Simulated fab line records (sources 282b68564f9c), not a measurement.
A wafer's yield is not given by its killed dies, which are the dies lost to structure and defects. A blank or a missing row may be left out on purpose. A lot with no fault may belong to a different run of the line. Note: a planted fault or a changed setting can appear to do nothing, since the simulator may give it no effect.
Code-filled problem report in 8D (eight disciplines) form | flow rit cmos | the parts of the form that need people (team, actions taken, sign-off) are left out

## 1. WHAT WENT WRONG
RIT_PRETRO_STRIP_09, run length s: mean 27.4 s on 3 wafers (1 lot); fault-free wafers 208.6 s, standard deviation 0.42. That is -99 or more standard deviations from the usual mean.
The step: strips in O2, time 180 s.
First seen on wafer L199.2, day 4 20:01, on plasma asher-04. The record holds 39 wafers of 13 lots with a number at this step. Rule for "out" (also "out of limits"): further than 4 standard deviations from the usual mean. All remaining wafers that have a number are taken as sound.

## 2. WHAT THIS IS AND IS NOT
question                    | is                     | is not
which readings at this step | run length s           | drypump motor current A, o2 flow sccm, rf refl power W
which lots                  | L199                   | L188, L189, L190, L191, L194, L202, L203, L204, L206, L209, L210, L211
which wafers of those lots  | all that have a number | -
read on which tools         | plasma asher-04        | plasma asher-01, plasma asher-03
when                        | from day 4 20:01       | up to then (15 sound wafers); but 21 sound wafers of L202, L203, L204, L206, L209, L210, L211 came after

## 3. WHAT RULES OUT EACH SUSPECT
Counting: a tool at a process step up to the reading stays a suspect if it ran every lot that is out and no sound lot after the first of them.
- plasma asher-04 at RIT_PRETRO_STRIP_09 (strips in O2, time 180 s): ruled out as a lasting fault. The sound lots L209, L211 went through it after L199, its earliest lot that is out (day 4 20:01).
Left after counting: nothing in the record.

## 4. THE CAUSE (what the simulator had put in)
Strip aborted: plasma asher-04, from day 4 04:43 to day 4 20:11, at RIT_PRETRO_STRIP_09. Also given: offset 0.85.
Counting ruled it out, wrongly.

## 5. THE CHAIN OF EFFECTS, in route order
Each row: a reading where the mean over the struck wafers with a number is more than 3 standard deviations away from the usual. Only readings for which the record gives a usual standard deviation are gone through. hours: the time from each lot's start at the first step in this table that gives one to its start at this step, as a median over the lots. sigmas: the change in usual standard deviations.
hours | step                | reading             | usual   | on struck wafers | change | sigmas
0     | RIT_PRETRO_STRIP_09 | run length s        | 208.6 s | 27.4             | -181.2 | -99 or more
27    | RIT_M1_PROBE_99     | killed at front end | 7       | 264              | +257   | +86
27    | RIT_M1_PROBE_99     | killed dies         | 7       | 264              | +257   | +86
27    | RIT_M1_PROBE_99     | killed on rim       | 1.8     | 70.0             | +68.2  | +57
Here are the process steps it includes:
- RIT_PRETRO_STRIP_09: strips in O2, time 180 s.
- RIT_M1_PROBE_99

## 6. WHAT WOULD HAVE CAUGHT IT SOONER
The fault began at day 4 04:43; the first out-of-limits reading in this record came at day 4 20:01, 15 hours later.
